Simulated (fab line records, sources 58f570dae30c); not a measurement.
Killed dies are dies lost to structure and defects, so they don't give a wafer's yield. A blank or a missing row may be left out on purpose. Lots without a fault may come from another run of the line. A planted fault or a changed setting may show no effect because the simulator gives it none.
Chamber matching | flow berkeley_cmos170 | UCB170_M2_ETCH_17 on rie_diel-04: 4 sister chambers
The step etches BARC in N2/H2. 4 wafers are shown with their chamber, then 7 later ones without.

WAFERS WITH THEIR CHAMBER
wafer  | chamber | drypump_motor_current_A (A)
L875.1 | 2       | 6.3
L875.5 | 3       | 5.3
L880.4 | 1       | 6.4
L880.5 | 0       | 6.0

WAFERS WITHOUT THEIR CHAMBER
wafer  | drypump_motor_current_A (A)
L880.6 | 5.3
L885.1 | 5.9
L885.3 | 5.3
L885.5 | 5.3
L889.1 | 6.0
L889.2 | 5.3
L889.4 | 6.3

WHICH CHAMBER EACH WENT THROUGH
wafer  | from the rows above | in truth
L880.6 | 3                   | 3
L885.1 | 0                   | 0
L885.3 | 3                   | 3
L885.5 | 3                   | 3
L889.1 | 0                   | 0
L889.2 | 3                   | 3
L889.4 | 2                   | 2
Placed correctly: 7 of 7. Can't be placed from these rows: 0. Placed wrongly: 0.
How it was worked out, from the rows above alone: a wafer's distance from a chamber is the root of the sum, over the readings, of the square of ((its reading less the chamber's mean) divided by the reading's scatter). The wafer belongs to the nearest chamber; if the next one is less than 2 further off, it can't be placed. A chamber's mean is the mean of its shown wafers. The scatter: with one shown wafer a chamber, the root of the mean of the squares of how far each hidden wafer lies from its nearest shown one.
